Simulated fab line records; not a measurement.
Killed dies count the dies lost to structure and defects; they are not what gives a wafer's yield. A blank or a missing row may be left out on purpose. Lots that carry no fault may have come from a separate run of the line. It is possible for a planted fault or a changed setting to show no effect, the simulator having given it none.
fab line records + flow berkeleyCmos170
record:
- lots: 5
- wafers: 15
- lastDay: 12
route steps=331 shown ACTIVE@70 PFIELD@79 FIELD@89
lots that met no fault: from a run of the same line without faults
startH: hours from the record's first day to the start of the lot's first wafer shown + waitH: time in hours since the lot's previous step + " as in the row above + L1.1+2: a row that stands for several wafers + - no value, or no start was given + * or withheld: withheld + < > ~ a bound
route shown NAME@n: names a module that has steps shown in the file, with the first one's number in the route + usual: the fault-free wafers' mean and standard deviation + same: alike in all rows + chamber/n: place in a boat + sites: readings site by site + _std_site: the standard deviation of these + _edge_site: inner sites' mean taken away from outer sites' mean + radiusMm: for every site, how far away it sits from the centre of the wafer + mask NAME#n: copy n + behind: the tool/chamber that last shaped the wafer + hold: why the lot went on hold/how many hours it stayed there/how the hold came to an end + device: the transistor (n, p or np) that didn't switch + end of line: at the end of the route, the tests of the same wafers + for a step that has no rows: nothing shown but its recipe + killed: count of dies lost to structure and defects at first sort (not the wafer's yield) + map: a wafer's dies, x killed, . not, _ none there
set.NAME: the setting that was run; set.NAME@STEP: the one run at that earlier step + model.NAME: the simulator's own value behind a step, which no gauge read
lots at some steps of the route; a table a step, a row a wafer
services: when a tool's chamber went out of use (startH, in hours from the record's first day, below 0 if earlier), for how many hours, and the reason
== steps ==
step: UCB170_ACTIVE_EXPOSE_10
recipe:
- maskId: ACTIVE
- targetCdNm: 1200
- na: 0.5
- sigmaOuter: 0.6
- sourceShape: conventional
- doseMj: 20
step: UCB170_ACTIVE_PEB_11
recipe:
- pebTempC: 130
- pebTimeS: withheld
- resist: KrF
step: UCB170_ACTIVE_DEVELOP_12
recipe:
- developer: TMAH
- developTimeS: 45
- resist: KrF
- devTempC: 21
step: UCB170_ACTIVE_CD_MEAS_13
recipe:
- targetCdNm: 1200
usual:
- cdNm: 1199.9/1.8
| lot.wafer | tool     | chamber | startH | waitH | cdNm   |
|-----------|----------|---------|--------|-------|--------|
| L877.2    | cdSem-01 | -       | 81.79  | -     | 1199.1 |
| L877.4    | "        | -       | "      | "     | 1198.9 |
| L877.5    | "        | -       | "      | "     | 1198.9 |
| L881.1    | cdSem-01 | -       | 111.64 | -     | 1201.5 |
| L881.2    | "        | -       | "      | "     | 1202.0 |
| L881.3    | "        | -       | "      | "     | 1202.0 |
| L884.2    | cdSem-02 | -       | 115.08 | -     | 1203.0 |
| L884.3    | "        | -       | "      | "     | 1201.4 |
| L884.4    | "        | -       | "      | "     | 1202.5 |
| L892.2    | cdSem-02 | -       | 162.02 | -     | 1198.9 |
| L892.3    | "        | -       | "      | "     | 1199.4 |
| L892.6    | "        | -       | "      | "     | 1198.9 |
| L898.1    | cdSem-02 | -       | 198.70 | -     | 1200.3 |
| L898.5    | "        | -       | "      | "     | 1200.7 |
| L898.6    | "        | -       | "      | "     | 1201.6 |
step: UCB170_ACTIVE_OVL_MEAS_14
usual:
- ACTIVE_OVL: 3/5.4
| lot.wafer | tool       | chamber | startH | waitH | ACTIVE_OVL[nm] |
|-----------|------------|---------|--------|-------|----------------|
| L877.2    | overlay-01 | -       | 81.90  | 0.1   | 0              |
| L877.4    | "          | -       | "      | "     | 3              |
| L877.5    | "          | -       | "      | "     | 6              |
| L881.1    | overlay-02 | -       | 111.76 | 0.1   | 12             |
| L881.2    | "          | -       | "      | "     | 16             |
| L881.3    | "          | -       | "      | "     | 4              |
| L884.2    | overlay-01 | -       | 115.19 | 0.1   | 0              |
| L884.3    | "          | -       | "      | "     | 11             |
| L884.4    | "          | -       | "      | "     | 2              |
| L892.2    | overlay-01 | -       | 162.13 | 0.1   | -7             |
| L892.3    | "          | -       | "      | "     | 3              |
| L892.6    | "          | -       | "      | "     | -3             |
| L898.1    | overlay-02 | -       | 198.82 | 0.1   | 8              |
| L898.5    | "          | -       | "      | "     | 8              |
| L898.6    | "          | -       | "      | "     | 13             |
step: UCB170_ACTIVE_ETCH_15
recipe:
- chemistry: CH3F/Ar/O2
- target: Si3N4
- stopOn: SiO2
- CH3F_flow_sccm: 20
- Ar_flow_sccm: 50
- O2_flow_sccm: 7
- pressureMtorr: 50
- rfW: 450
- targetDepthA: 2420
- overEtchFrac: 0.1
- timeS: 151
usual:
- drypumpMotorCurrentA: 5.7/0.49
- mfcArSccm: 50.01/0.16
- oesProductAu: 0.950/0.014
- throttleValvePct: 8.12/0.11
| lot.wafer | tool       | chamber | startH | waitH | drypumpMotorCurrentA | mfcArSccm | oesProductAu | rfHoursCounterH | throttleValvePct |
|-----------|------------|---------|--------|-------|----------------------|-----------|--------------|-----------------|------------------|
| L877.2    | rieDiel-02 | 3       | 81.93  | 0.0   | 5.0                  | 49.85     | 0.964        | 7               | 8.23             |
| L877.4    | "          | 2       | "      | "     | 6.3                  | 50.25     | 0.964        | 66              | 8.22             |
| L877.5    | "          | 3       | "      | "     | 5.0                  | 50.04     | 0.962        | -               | 8.22             |
| L881.1    | rieDiel-01 | 1       | 111.79 | 0.0   | 6.3                  | 49.78     | 0.961        | 23              | 8.13             |
| L881.2    | "          | 0       | "      | "     | 6.1                  | 50.01     | 0.955        | 81              | 8.08             |
| L881.3    | "          | 3       | "      | "     | 6.1                  | 50.01     | 0.977        | 46              | 8.09             |
| L884.2    | rieDiel-01 | 3       | 115.22 | 0.0   | 6.1                  | 50.02     | 0.966        | 46              | 8.08             |
| L884.3    | "          | 2       | "      | "     | 5.9                  | 50.23     | 0.938        | 82              | 8.25             |
| L884.4    | "          | 1       | "      | "     | 6.3                  | 49.91     | 0.934        | 23              | 8.14             |
| L892.2    | rieDiel-04 | 2       | 162.16 | 0.0   | 5.1                  | 49.77     | 0.947        | 43              | 8.18             |
| L892.3    | "          | 1       | "      | "     | 5.0                  | 49.74     | 0.957        | 143             | 8.16             |
| L892.6    | "          | 3       | "      | "     | 5.8                  | 49.77     | 0.954        | -               | 7.94             |
| L898.1    | rieDiel-02 | 2       | 198.86 | 0.0   | 6.3                  | 50.23     | 0.966        | 70              | 8.23             |
| L898.5    | "          | 3       | "      | "     | 5.0                  | 50.11     | 0.958        | -               | 8.22             |
| L898.6    | "          | 0       | "      | "     | 5.9                  | 49.85     | 0.962        | -               | 8.03             |
step: UCB170_ACTIVE_STRIP_16
recipe:
- chemistry: O2
- powerW: 400
- pressureMtorr: 3500
- platenTempC: withheld
- o2FlowSccm: 400
- overashFraction: 0.5
usual:
- drypumpMotorCurrentA: 5.6/0.4
- oesProductAu: 0.720/0.0048
- stripTimeToEndpointS: 18.03/0.08
| lot.wafer | tool           | chamber | startH | waitH | drypumpMotorCurrentA | oesProductAu | rfHoursCounterH | stripTimeToEndpointS |
|-----------|----------------|---------|--------|-------|----------------------|--------------|-----------------|----------------------|
| L877.2    | plasmaAsher-02 | 0       | 82.03  | 0.1   | 6.2                  | 0.716        | 36              | 18.06                |
| L877.4    | "              | 0       | "      | "     | 6.2                  | 0.717        | -               | 18.09                |
| L877.5    | "              | 0       | "      | "     | 6.3                  | 0.721        | -               | 18.13                |
| L881.1    | plasmaAsher-04 | 1       | 111.89 | 0.1   | 5.9                  | 0.715        | 31              | 18.17                |
| L881.2    | "              | 0       | "      | "     | 5.3                  | 0.714        | 31              | 17.96                |
| L881.3    | "              | 0       | "      | "     | 5.3                  | 0.718        | -               | 18.19                |
| L884.2    | plasmaAsher-04 | 0       | 115.32 | 0.1   | 5.3                  | 0.718        | 32              | 18.00                |
| L884.3    | "              | 1       | "      | "     | 5.9                  | 0.726        | -               | 17.84                |
| L884.4    | "              | 0       | "      | "     | 5.3                  | 0.717        | -               | 18.06                |
| L892.2    | plasmaAsher-04 | 0       | 162.26 | 0.1   | 5.3                  | 0.720        | 38              | 17.98                |
| L892.3    | "              | 1       | "      | "     | 5.9                  | 0.725        | -               | 18.04                |
| L892.6    | "              | 0       | "      | "     | 5.3                  | 0.722        | -               | 18.08                |
| L898.1    | plasmaAsher-03 | 1       | 198.96 | 0.1   | 5.9                  | 0.714        | 9               | 18.06                |
| L898.5    | "              | 1       | "      | "     | 5.9                  | 0.710        | -               | 18.02                |
| L898.6    | "              | 0       | "      | "     | 5.1                  | 0.726        | -               | 18.01                |
step: UCB170_ACTIVE_CD_MEAS_90
recipe:
- targetCdNm: 1200
usual:
- cdNm: 1199.9/1.9
| lot.wafer | tool     | chamber | startH | waitH | cdNm   |
|-----------|----------|---------|--------|-------|--------|
| L877.2    | cdSem-01 | -       | 82.15  | 0.1   | 1198.7 |
| L877.4    | "        | -       | "      | "     | 1198.7 |
| L877.5    | "        | -       | "      | "     | 1198.5 |
| L881.1    | cdSem-02 | -       | 112.03 | 0.1   | 1200.9 |
| L881.2    | "        | -       | "      | "     | 1202.2 |
| L881.3    | "        | -       | "      | "     | 1202.1 |
| L884.2    | cdSem-01 | -       | 115.44 | 0.1   | 1203.2 |
| L884.3    | "        | -       | "      | "     | 1201.3 |
| L884.4    | "        | -       | "      | "     | 1202.6 |
| L892.2    | cdSem-01 | -       | 162.38 | 0.1   | 1198.8 |
| L892.3    | "        | -       | "      | "     | 1199.5 |
| L892.6    | "        | -       | "      | "     | 1198.8 |
| L898.1    | cdSem-01 | -       | 199.06 | 0.1   | 1199.6 |
| L898.5    | "        | -       | "      | "     | 1200.3 |
| L898.6    | "        | -       | "      | "     | 1201.3 |
step: UCB170_ACTIVE_CLEAN_17
recipe:
- chemistry: SPM
- tempC: 120
- timeS: 600
step: UCB170_PFIELD_HMDS_00
recipe:
- primeTimeS: 60
- primeTempC: 100
step: UCB170_PFIELD_COAT_01
recipe:
- resist: KrF
- spinRpm: 1500
- resistThkNm: 900
step: UCB170_PFIELD_SOFTBAKE_02
recipe:
- resist: KrF
- tempC: 130
- timeS: 60
step: UCB170_PFIELD_EXPOSE_03
recipe:
- maskId: PFIELD
- na: 0.5
- sigmaOuter: 0.6
- sourceShape: conventional
- targetCdNm: 1500
- doseMj: 30
usual:
- stageVelMmS: 499.95/0.24
| lot.wafer | tool          | chamber | startH | waitH | mask     | stageVelMmS |
|-----------|---------------|---------|--------|-------|----------|-------------|
| L877.2    | krfScanner-02 | 0       | 83.05  | 0.1   | PFIELD#0 | 499.79      |
| L877.4    | "             | 0       | "      | "     | PFIELD#0 | 499.83      |
| L877.5    | "             | 0       | "      | "     | PFIELD#0 | 500.21      |
| L881.1    | krfScanner-02 | 0       | 116.51 | 0.2   | NWELL#0  | 499.64      |
| L881.2    | "             | 0       | "      | "     | NWELL#0  | 499.66      |
| L881.3    | "             | 0       | "      | "     | NWELL#0  | 499.90      |
| L884.2    | krfScanner-02 | 0       | 117.13 | 0.4   | PFIELD#0 | 499.85      |
| L884.3    | "             | 0       | "      | "     | PFIELD#0 | 500.05      |
| L884.4    | "             | 0       | "      | "     | PFIELD#0 | 500.03      |
| L892.2    | krfScanner-01 | 0       | 163.26 | 0.1   | PFIELD#0 | 500.01      |
| L892.3    | "             | 0       | "      | "     | PFIELD#0 | 500.26      |
| L892.6    | "             | 0       | "      | "     | PFIELD#0 | 500.43      |
| L898.1    | krfScanner-01 | 0       | 200.87 | 0.2   | PFIELD#0 | 500.26      |
| L898.5    | "             | 0       | "      | "     | PFIELD#0 | 499.73      |
| L898.6    | "             | 0       | "      | "     | PFIELD#0 | 499.99      |
step: UCB170_PFIELD_PEB_04
recipe:
- pebTempC: 130
- pebTimeS: withheld
- resist: KrF
step: UCB170_PFIELD_DEVELOP_05
recipe:
- developer: TMAH
- developTimeS: 45
- resist: KrF
- devTempC: 21.93
step: UCB170_PFIELD_OVL_MEAS_06
usual:
- PFIELD_OVL: -1/6
| lot.wafer | tool       | chamber | startH | waitH | PFIELD_OVL[nm] |
|-----------|------------|---------|--------|-------|----------------|
| L877.2    | overlay-01 | -       | 83.62  | -     | -10            |
| L877.4    | "          | -       | "      | "     | -2             |
| L877.5    | "          | -       | "      | "     | 2              |
| L881.1    | overlay-01 | -       | 117.11 | -     | -              |
| L881.2    | "          | -       | "      | "     | -              |
| L881.3    | "          | -       | "      | "     | -              |
| L884.2    | overlay-01 | -       | 118.11 | -     | -9             |
| L884.3    | "          | -       | "      | "     | -8             |
| L884.4    | "          | -       | "      | "     | -6             |
| L892.2    | overlay-02 | -       | 163.79 | -     | 3              |
| L892.3    | "          | -       | "      | "     | 3              |
| L892.6    | "          | -       | "      | "     | -3             |
| L898.1    | overlay-02 | -       | 201.82 | -     | -10            |
| L898.5    | "          | -       | "      | "     | -8             |
| L898.6    | "          | -       | "      | "     | -11            |
step: UCB170_PFIELD_IMPLANT_07
recipe:
- species: B
- doseCm2: 2e+13
- energyKev: 80
- tiltDeg: 7
step: UCB170_PFIELD_STRIP_08
recipe:
- chemistry: O2
- powerW: 400
- pressureMtorr: 3500
- platenTempC: withheld
- o2FlowSccm: 400
- overashFraction: 0.5
usual:
- drypumpMotorCurrentA: 5.5/0.39
- oesProductAu: 0.734/0.0044
- stripTimeToEndpointS: 21.62/0.066
| lot.wafer | tool           | chamber | startH | waitH | drypumpMotorCurrentA | oesProductAu | rfHoursCounterH | stripTimeToEndpointS |
|-----------|----------------|---------|--------|-------|----------------------|--------------|-----------------|----------------------|
| L877.2    | plasmaAsher-03 | 1       | 83.80  | 0.1   | 5.8                  | 0.733        | 37              | 21.57                |
| L877.4    | "              | 1       | "      | "     | 5.8                  | 0.731        | -               | 21.66                |
| L877.5    | "              | 1       | "      | "     | 5.8                  | 0.732        | -               | 21.56                |
| L881.1    | plasmaAsher-04 | 1       | 117.29 | 0.1   | 5.9                  | 0.725        | 33              | 21.50                |
| L881.2    | "              | 0       | "      | "     | 5.3                  | 0.738        | 33              | 21.56                |
| L881.3    | "              | 0       | "      | "     | 5.3                  | 0.729        | -               | 21.57                |
| L884.2    | plasmaAsher-01 | 1       | 118.29 | 0.1   | 5.2                  | 0.734        | 43              | 21.52                |
| L884.3    | "              | 0       | "      | "     | 6.0                  | 0.726        | -               | 21.58                |
| L884.4    | "              | 1       | "      | "     | 5.2                  | 0.739        | -               | 21.58                |
| L892.2    | plasmaAsher-03 | 1       | 163.97 | 0.1   | 5.8                  | 0.733        | 6               | 21.55                |
| L892.3    | "              | 1       | "      | "     | 5.9                  | 0.733        | -               | 21.64                |
| L892.6    | "              | 1       | "      | "     | 5.8                  | 0.732        | -               | 21.55                |
| L898.1    | plasmaAsher-03 | 1       | 202.01 | 0.1   | 5.8                  | 0.743        | 10              | 21.65                |
| L898.5    | "              | 1       | "      | "     | 5.8                  | 0.735        | -               | 21.71                |
| L898.6    | "              | 0       | "      | "     | 5.1                  | 0.741        | -               | 21.68                |
step: UCB170_PFIELD_TW_MEAS_09
usual:
- PFIELD_TW: 603/6.1
| lot.wafer | tool         | chamber | startH | waitH | PFIELD_TW |
|-----------|--------------|---------|--------|-------|-----------|
| L877.2    | filmMetro-04 | -       | 83.91  | 0.1   | 609       |
| L877.4    | "            | -       | "      | "     | 609       |
| L877.5    | "            | -       | "      | "     | 610       |
| L881.1    | filmMetro-03 | -       | 117.39 | 0.1   | 30        |
| L881.2    | "            | -       | "      | "     | 30        |
| L881.3    | "            | -       | "      | "     | 30        |
| L884.2    | filmMetro-03 | -       | 118.40 | 0.1   | 604       |
| L884.3    | "            | -       | "      | "     | 600       |
| L884.4    | "            | -       | "      | "     | 599       |
| L892.2    | filmMetro-01 | -       | 164.08 | 0.1   | 605       |
| L892.3    | "            | -       | "      | "     | 601       |
| L892.6    | "            | -       | "      | "     | 603       |
| L898.1    | filmMetro-04 | -       | 202.11 | 0.1   | 611       |
| L898.5    | "            | -       | "      | "     | 612       |
| L898.6    | "            | -       | "      | "     | 610       |
step: UCB170_FIELD_CLEAN_00
recipe:
- chemistry: dHF
- dilution: 25:1
- timeS: 7.5
== services ==
| tool           | chamber | startH | hours | kind      |
|----------------|---------|--------|-------|-----------|
| rieDiel-01     | 0       | 73.30  | 1.3   | repair    |
| plasmaAsher-02 | -       | 87.25  | 28.1  | pm        |
| krfScanner-01  | -       | 92.28  | 1.0   | pm        |
| krfScanner-02  | -       | 93.37  | 1.0   | pm        |
| rieDiel-04     | -       | 96.87  | 0.3   | repair    |
| krfScanner-01  | -       | 106.65 | 1.3   | pm        |
| plasmaAsher-03 | -       | 108.75 | 9.0   | pm        |
| plasmaAsher-03 | 0       | 108.75 | 9.0   | ventCycle |
| plasmaAsher-03 | 1       | 108.75 | 9.0   | ventCycle |
| plasmaAsher-03 | 0       | 117.75 | -     | clean     |
| plasmaAsher-03 | 1       | 117.75 | -     | clean     |
| rieDiel-04     | 3       | 120.32 | 7.0   | repair    |
| krfScanner-01  | -       | 124.81 | 0.8   | pm        |
| krfScanner-01  | -       | 125.65 | 33.6  | repair    |
| rieDiel-02     | 2       | 130.96 | 2.5   | repair    |
| rieDiel-04     | 0       | 140.79 | 2.0   | repair    |
| rieDiel-04     | 1       | 147.02 | 4.0   | repair    |
| plasmaAsher-02 | -       | 151.98 | 11.8  | pm        |
| krfScanner-02  | -       | 159.35 | 1.3   | pm        |
| rieDiel-01     | -       | 195.39 | 28.1  | pm        |
| plasmaAsher-02 | -       | 200.08 | 15.6  | pm        |
== key ==
firstSign:
- step: UCB170_PFIELD_EXPOSE_03
- reading: mask
- direction: changed
effect:
- step: UCB170_PFIELD_OVL_MEAS_06
- reading: PFIELD_OVL
- direction: missing
effect:
- step: UCB170_PFIELD_TW_MEAS_09
- reading: PFIELD_TW
- direction: down
- sigmas: 95
- usual: 603
- struck: 30
metAt UCB170_PFIELD_EXPOSE_03
struckWafers L881.1,L881.2,L881.3
sortLeftOut L881.1,L881.2,L881.3
testerLeftOut L881
onsetBetween 83.05 116.51
fault:
- kind: wrongMask
- tool: any
- chamber: -
- onsetH: 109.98
- steps: UCB170_PFIELD_EXPOSE_03
- auxCopy: NWELL#0
- scope: struckLotsOnly
testerLeftOut: of these lots the tester's yield and bins aren't shown, on N5 and GAA mostly nor the transistor test; their killed dies are dies lost to structure and defects alone, not to doping, threshold or leakage, so they don't give the yield
sortLeftOut: the simulated sort isn't trusted on such a fault, so these wafers' sort isn't shown, and their yield isn't known
